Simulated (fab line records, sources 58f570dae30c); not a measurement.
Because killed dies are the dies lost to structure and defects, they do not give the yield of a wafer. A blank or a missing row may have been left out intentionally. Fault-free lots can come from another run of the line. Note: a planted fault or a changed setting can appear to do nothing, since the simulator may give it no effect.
Comparing a struck lot with a sound one / flow berkeley-cmos170 / 14 steps out of a route of 331
Sound: these wafers, L270.1, L270.2, L270.6. Wafers L277.1, L277.4, L277.6 were the ones struck. The cause is named last.
Order at every step that has rows: each side's tool, ch and its chambers, its first start. Under that, the readings that differ: sound wafers / struck wafers / difference of the means / sigmas: that difference in standard deviations of wafers without a fault.
alike: readings whose means differ by less than 2 such deviations, and words and numbers that are the same on both sides. not compared: withheld readings, readings that some wafer has no value for, bounds like >300 that may hide the same value, and numbers for which the record gives no deviation and whose values overlap.
The two part at a step that has a row with sigmas, a row that says differs or no value, or rows on one side only. Numbers that don't overlap but have no deviation are shown without sigmas and don't part them. A reading that every wafer of one side lacks parts them only if that side has two wafers or more.

first, 5 steps without rows for these wafers: UCB170_NLDD_COAT_01 (resist thk 900 nm); UCB170_NLDD_SOFTBAKE_02 (time 60 s); UCB170_NLDD_EXPOSE_03 (exposes mask NSELECT, target cd 1200 nm); UCB170_NLDD_PEB_04; UCB170_NLDD_DEVELOP_05 (develop time 45 s).
UCB170_NLDD_CD_MEAS_06: target cd 1200 nm.
  struck on cd-sem-02, day 9 05:25; sound on cd-sem-01, day 7 14:22
  alike: cd-nm
UCB170_NLDD_OVL_MEAS_07:
  struck on overlay-01, day 9 05:32; sound on overlay-01, day 7 14:29
reading=NLDD_OVL (nm); sound=9 4 11; struck=-2 -9 -2; difference=-12; sigmas=-2
then, 2 steps without rows for these wafers: UCB170_NLDD_IMPLANT_08; UCB170_NLDD_IMPLANT_09.
UCB170_NLDD_STRIP_10: strips in O2.
  sound on plasma-asher-02 ch 0,1, day 7 14:49; struck on plasma-asher-04 ch 0, day 9 05:53
  alike: chamber-pressure-mTorr, drypump-motor-current-A, oes-product-au, strip-time-to-endpoint-s
  not compared: rf-hours-counter-h
UCB170_NLDD_TW_MEAS_11:
  struck on film-metro-01, day 9 05:59; sound on film-metro-03, day 7 14:55
  alike: NLDD_TW
then, 1 step without rows for these wafers: UCB170_NLDD_CLEAN_12 (cleans in SPM, time 600 s).
UCB170_SPACER_CVD_00: deposits SiO2 from TEOS/O2, target thk 376 nm, time 47 s.
  sound on pecvd-01 ch 0,1, day 7 15:17; struck on pecvd-02 ch 0,1, day 9 06:25
  no value came back on the struck wafers for heater-power-w (W), pressure-mtorr (mTorr); on the sound wafers heater-power-w (W) reads 280 314 292
then, 1 step without rows for these wafers: UCB170_SPACER_ANNEAL_02 (time 1800 s).

== WHERE THEY PART ==
Last at UCB170_SPACER_CVD_00 as far as this record goes, first at UCB170_NLDD_OVL_MEAS_07.

WHY: whatever the simulator had introduced
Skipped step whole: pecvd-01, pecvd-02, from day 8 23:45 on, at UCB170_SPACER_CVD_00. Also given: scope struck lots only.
